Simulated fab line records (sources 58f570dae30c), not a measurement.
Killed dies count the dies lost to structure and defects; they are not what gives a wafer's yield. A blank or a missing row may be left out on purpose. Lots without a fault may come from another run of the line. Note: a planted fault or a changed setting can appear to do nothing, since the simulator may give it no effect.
A single fault, viewed from 2 desks + flow berkeleyCmos170 + what lay behind the numbers comes last; until then each desk has only its own

== THE TOOL OWNER'S DESK: krfScanner-02 ==
The tool's own readings at UCB170_M1_EXPOSE_06 (exposes mask METAL1, target cd 700 nm): means of the sampled wafers that have a number, for each lot that ran on this tool. Marked OUT: a lot whose mean sits more than 4 standard deviations from the usual mean, which makes it out of limits; the brackets give that distance.
Columns: A = exposureDoseMJCm2 at UCB170_M1_EXPOSE_06, usual 20.982
| lot  | first seen here | A                        |
|------|-----------------|--------------------------|
| L309 | day 7 12:20     | 20.971                   |
| L310 | day 7 12:26     | 20.988                   |
| L313 | day 8 08:40     | 20.968                   |
| L316 | day 8 18:34     | 20.986                   |
| L315 | day 8 20:01     | 20.999                   |
| L317 | day 8 23:28     | 26.203 (+99 or more) OUT |
| L321 | day 9 23:46     | 25.177 (+99 or more) OUT |
| L322 | day 10 05:04    | 24.336 (+99 or more) OUT |
This desk's finding: out of limits on L317, L321, L322; first on L317, day 8 23:28 (exposureDoseMJCm2 at UCB170_M1_EXPOSE_06). Within limits: L309, L310, L313, L316, L315.

== METROLOGY DESK ==
Means of the sampled wafers that have a number, per lot and without regard to the tool the lot ran on: this is what the gauges read. Marked OUT: a lot whose mean sits more than 4 standard deviations from the usual mean, which makes it out of limits; the brackets give that distance.
Columns: A = cdNm at UCB170_M1_CD_MEAS_09, usual 699.8 nm
| lot  | first seen here | A               |
|------|-----------------|-----------------|
| L309 | day 7 12:59     | 698.7           |
| L310 | day 7 13:12     | 699.7           |
| L312 | day 7 17:57     | 700.4           |
| L311 | day 7 19:44     | 700.9           |
| L313 | day 8 09:52     | 702.7           |
| L314 | day 8 10:05     | 703.2           |
| L316 | day 8 18:57     | 699.0           |
| L315 | day 8 20:28     | 698.7           |
| L317 | day 8 23:52     | 662.1 (-22) OUT |
| L321 | day 10 00:09    | 669.7 (-18) OUT |
| L322 | day 10 05:51    | 672.0 (-16) OUT |
| L323 | day 10 18:17    | 698.6           |
| L326 | day 11 08:43    | 701.6           |
| L327 | day 11 09:05    | 699.2           |
| L330 | day 11 20:57    | 700.2           |
This desk's finding: out of limits on L317, L321, L322; first on L317, day 8 23:52 (cdNm at UCB170_M1_CD_MEAS_09). Within limits: L309, L310, L312, L311, L313, L314, L316, L315, L323, L326, L327, L330.

== TAKEN TOGETHER ==
At day 8 23:28, on L317, L321, L322, the tool owner's desk was in a position to raise an alarm.
On L317, L321, L322, the metrology desk was in a position to raise an alarm at day 8 23:52.
On krfScanner-02, each named lot ran UCB170_M1_EXPOSE_06.

== WHAT THE SIMULATOR HAD PUT IN ==
Process parameter drift: krfScanner-02, from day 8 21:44 on, at UCB170_M1_EXPOSE_06. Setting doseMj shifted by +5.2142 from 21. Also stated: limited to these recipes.
Struck lots among those shown: L317, L321, L322.
Time in hours from fault onset to the first out-of-limits reading at each desk: tool owner's desk 2, metrology desk 2.
